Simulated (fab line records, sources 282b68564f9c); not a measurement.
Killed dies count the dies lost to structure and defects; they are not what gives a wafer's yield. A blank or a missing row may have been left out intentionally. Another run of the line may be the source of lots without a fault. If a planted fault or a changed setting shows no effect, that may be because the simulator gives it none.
Tool commonality check :: flow ritCmos :: 42 wafers sampled across 14 lots

## WHY THIS WAS OPENED
Of 14 lots, 2 have the reading GATE_OXIDE_THK flagged at RIT_GATE_THK_MEAS_07. Wafers without a fault read 3.04 nm, standard deviation 0.062.
Rule: a lot gets a flag if all its wafers with a number sit over 4 standard deviations from that mean, or if no wafer of it has a number. The rest of the lots are taken to be sound.

lot: L471
measured: day 2 09:57
on: filmMetro-03
GATE_OXIDE_THK (nm), wafer by wafer: 3.04 3.02 3.07
flag: 

lot: L472
measured: day 2 15:54
on: filmMetro-03
GATE_OXIDE_THK (nm), wafer by wafer: 3.09 3.17 3.09
flag: 

lot: L473
measured: day 2 19:49
on: filmMetro-02
GATE_OXIDE_THK (nm), wafer by wafer: 2.96 2.96 3.04
flag: 

lot: L474
measured: day 3 01:11
on: filmMetro-02
GATE_OXIDE_THK (nm), wafer by wafer: 2.49 2.54 2.43
flag: FLAGGED

lot: L475
measured: day 3 05:37
on: filmMetro-02
GATE_OXIDE_THK (nm), wafer by wafer: 3.11 3.26 3.21
flag: 

lot: L476
measured: day 3 10:38
on: filmMetro-03
GATE_OXIDE_THK (nm), wafer by wafer: 2.52 2.60 2.55
flag: FLAGGED

lot: L482
measured: day 4 16:17
on: filmMetro-02
GATE_OXIDE_THK (nm), wafer by wafer: 2.95 2.98 2.97
flag: 

lot: L484
measured: day 5 02:38
on: filmMetro-02
GATE_OXIDE_THK (nm), wafer by wafer: 3.00 3.00 3.09
flag: 

lot: L485
measured: day 5 07:36
on: filmMetro-02
GATE_OXIDE_THK (nm), wafer by wafer: 2.97 3.03 2.99
flag: 

lot: L489
measured: day 6 03:59
on: filmMetro-03
GATE_OXIDE_THK (nm), wafer by wafer: 3.04 3.08 3.08
flag: 

lot: L490
measured: day 6 08:44
on: filmMetro-01
GATE_OXIDE_THK (nm), wafer by wafer: 2.99 3.05 3.02
flag: 

lot: L492
measured: day 6 18:47
on: filmMetro-03
GATE_OXIDE_THK (nm), wafer by wafer: 3.02 2.94 3.00
flag: 

lot: L493
measured: day 6 23:58
on: filmMetro-02
GATE_OXIDE_THK (nm), wafer by wafer: 3.07 3.05 3.01
flag: 

lot: L494
measured: day 7 05:47
on: filmMetro-02
GATE_OXIDE_THK (nm), wafer by wafer: 3.05 3.05 3.07
flag: 
On average the flagged lots' numbers are 2.52 nm, which is -0.52 nm against the usual, or -8 standard deviations.

## WHICH TOOL EACH LOT WENT THROUGH
The record holds 1 process step before the reading, out of a route of 202 steps. Each cell gives the tool, then ch followed by the chambers the sampled wafers passed through, then the start.
lot: L471
flag: 
RIT_GATE_OXIDATION_05: furnace-03 ch 0, day 2 08:37

lot: L472
flag: 
RIT_GATE_OXIDATION_05: furnace-04 ch 0, day 2 14:34

lot: L473
flag: 
RIT_GATE_OXIDATION_05: furnace-04 ch 0, day 2 18:29

lot: L474
flag: FLAGGED
RIT_GATE_OXIDATION_05: furnace-04 ch 0, day 2 22:43

lot: L475
flag: 
RIT_GATE_OXIDATION_05: furnace-03 ch 0, day 3 04:17

lot: L476
flag: FLAGGED
RIT_GATE_OXIDATION_05: furnace-04 ch 0, day 3 08:41

lot: L482
flag: 
RIT_GATE_OXIDATION_05: furnace-02 ch 0, day 4 14:56

lot: L484
flag: 
RIT_GATE_OXIDATION_05: furnace-02 ch 0, day 5 01:17

lot: L485
flag: 
RIT_GATE_OXIDATION_05: furnace-02 ch 0, day 5 06:16

lot: L489
flag: 
RIT_GATE_OXIDATION_05: furnace-03 ch 0, day 6 02:38

lot: L490
flag: 
RIT_GATE_OXIDATION_05: furnace-03 ch 0, day 6 07:25

lot: L492
flag: 
RIT_GATE_OXIDATION_05: furnace-02 ch 0, day 6 17:16

lot: L493
flag: 
RIT_GATE_OXIDATION_05: furnace-03 ch 0, day 6 22:38

lot: L494
flag: 
RIT_GATE_OXIDATION_05: furnace-04 ch 0, day 7 03:53
What these steps do:
- RIT_GATE_OXIDATION_05: target thk 3 nm, ox time 270 s.
- RIT_GATE_THK_MEAS_07

## FLAGGED OVER TOTAL, TOOL BY TOOL (the gauges that took the reading come last)
step: RIT_GATE_OXIDATION_05
tool: furnace-02
lots run: 4
flagged: 0
share of the flagged lots: none
sound lots run after its first flagged lot: -

step: RIT_GATE_OXIDATION_05
tool: furnace-03
lots run: 5
flagged: 0
share of the flagged lots: none
sound lots run after its first flagged lot: -

step: RIT_GATE_OXIDATION_05
tool: furnace-04
lots run: 5
flagged: 2
share of the flagged lots: all
sound lots run after its first flagged lot: 1 (L494)

step: RIT_GATE_THK_MEAS_07
tool: filmMetro-01
lots run: 1
flagged: 0
share of the flagged lots: none
sound lots run after its first flagged lot: -

step: RIT_GATE_THK_MEAS_07
tool: filmMetro-02
lots run: 8
flagged: 1
share of the flagged lots: some
sound lots run after its first flagged lot: 6 (L475,L482,L484,L485,L493,L494)

step: RIT_GATE_THK_MEAS_07
tool: filmMetro-03
lots run: 5
flagged: 1
share of the flagged lots: some
sound lots run after its first flagged lot: 2 (L489,L492)

## WHAT THE TABLE PERMITS
1 row of the table ran every flagged lot: furnace-04 at RIT_GATE_OXIDATION_05.
- furnace-04 at RIT_GATE_OXIDATION_05: 2 of its 5 lots flagged. Lots that were sound ran on it after the first flagged one (L494); a persistent fault on the entire tool would not allow that. Its own readings lie more than 4 standard deviations out on every wafer of the flagged lots: spikeTcCentreC, spikeTcLoadC, spikeTcSourceC, tubeCenterTempC, tube_center_temp_C_max.
Every row of the table either missed a flagged lot or ran a sound lot after the first.

## WHAT HAD BEEN PUT IN BY THE SIMULATOR
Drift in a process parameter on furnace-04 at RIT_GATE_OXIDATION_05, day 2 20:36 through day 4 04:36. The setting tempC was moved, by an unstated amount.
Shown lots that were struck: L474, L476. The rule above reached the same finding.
